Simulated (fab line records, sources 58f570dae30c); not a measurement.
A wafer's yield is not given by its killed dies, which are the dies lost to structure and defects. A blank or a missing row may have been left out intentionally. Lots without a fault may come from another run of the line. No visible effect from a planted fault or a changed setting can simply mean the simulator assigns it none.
What tool caused it?	flow berkeleyCmos170	48 wafers from 16 lots sampled at 2 of the route's 331 steps

## WHAT THE GAUGES SHOWED, per wafer
UCB170_NWELL_THK_MEAS_05. Usual: for NWELL_NITRIDE_THK the level is 223.2 nm and the standard deviation is 2.
lot	measured	on	NWELL_NITRIDE_THK (nm)	flag
L315	day 2 09:36	filmMetro-03	222.3 222.6 224.6	
L316	day 2 22:03	filmMetro-03	226.1 225.2 225.1	
L318	day 2 22:07	filmMetro-03	223.6 221.3 223.8	
L319	day 3 09:10	filmMetro-02	221.8 222.4 221.3	
L324	day 4 11:52	filmMetro-02	158.7 160.3 159.6	OFF
L325	day 4 19:44	filmMetro-01	159.9 161.1 159.9	OFF
L326	day 4 19:44	filmMetro-02	156.0 159.0 158.1	OFF
L327	day 5 03:34	filmMetro-03	160.0 159.4 159.0	OFF
L328	day 5 09:30	filmMetro-02	222.9 223.0 221.2	
L329	day 5 09:29	filmMetro-03	224.7 223.8 224.3	
L330	day 5 16:58	filmMetro-02	222.7 222.1 224.5	
L331	day 5 16:59	filmMetro-03	223.3 222.8 224.2	
L332	day 6 02:32	filmMetro-03	222.7 222.3 222.9	
L333	day 6 10:04	filmMetro-03	221.2 221.8 219.3	
L334	day 6 10:05	filmMetro-01	222.1 223.2 221.7	
L338	day 7 06:32	filmMetro-03	223.9 224.3 223.9	

## WHAT TOOL EACH LOT RAN ON (gives the tool, then ch and the chambers of the sampled wafers, and finally the start)
lot	UCB170_NWELL_CVD_04
L315	lpcvd-02 ch 1, day 2 07:39
L316	lpcvd-01 ch 1, day 2 20:07
L318	lpcvd-01 ch 1, day 2 20:07
L319	lpcvd-01 ch 1, day 3 07:14
L324	lpcvd-01 ch 0, day 4 09:56
L325	lpcvd-01 ch 0, day 4 17:47
L326	lpcvd-01 ch 0, day 4 17:47
L327	lpcvd-01 ch 0, day 5 01:38
L328	lpcvd-02 ch 0, day 5 07:34
L329	lpcvd-02 ch 0, day 5 07:34
L330	lpcvd-02 ch 0, day 5 15:02
L331	lpcvd-02 ch 0, day 5 15:02
L332	lpcvd-02 ch 0, day 6 00:35
L333	lpcvd-02 ch 1, day 6 08:08
L334	lpcvd-02 ch 1, day 6 08:08
L338	lpcvd-02 ch 1, day 7 04:35
- UCB170_NWELL_CVD_04: deposits Si3N4 from SiH2Cl2/NH3, target thk 224 nm, time 3360 s.

## AS READ BY THE TOOLS THEMSELVES (means over the sampled wafers that have a number; for cases with no such wafer, the mark the record gives instead)
The record holds no such reading with a usual standard deviation.

## THE ANSWER, worked out from the rows above alone
Rule: take the mean of a lot's wafers that have a number; if it is more than 3 standard deviations from the usual mean, the lot is off. Also off: a lot with no number at a reading for which 4 or more lots have one. All remaining lots with rows at the step are treated as sound. First the gauges in route order, then the tools' own readings, where a lot's mean is used as printed above. The first step at which some lot is off is used, and at that step the reading that is off furthest; a lot without a number counts as furthest.
Off: L324, L325, L326, L327, at UCB170_NWELL_THK_MEAS_05 (NWELL_NITRIDE_THK).
If a tool, at a process step before that reading, ran all the lots that are off and no sound lot after the first of them, it fits. Gauges at UCB170_NWELL_THK_MEAS_05: tried the same way as those tools. One candidate fits, namely lpcvd-01 at UCB170_NWELL_CVD_04. A fault onset in the window from L319 (day 3 07:14, its last sound lot) to L324 (day 4 09:56, its first lot off) fits.

## WHAT THE SIMULATOR PUT IN
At UCB170_NWELL_CVD_04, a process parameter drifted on lpcvd-01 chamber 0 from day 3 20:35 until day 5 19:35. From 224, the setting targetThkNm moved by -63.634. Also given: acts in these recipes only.
Lots struck among those shown: L324, L325, L326, L327. Same finding as the rule above.
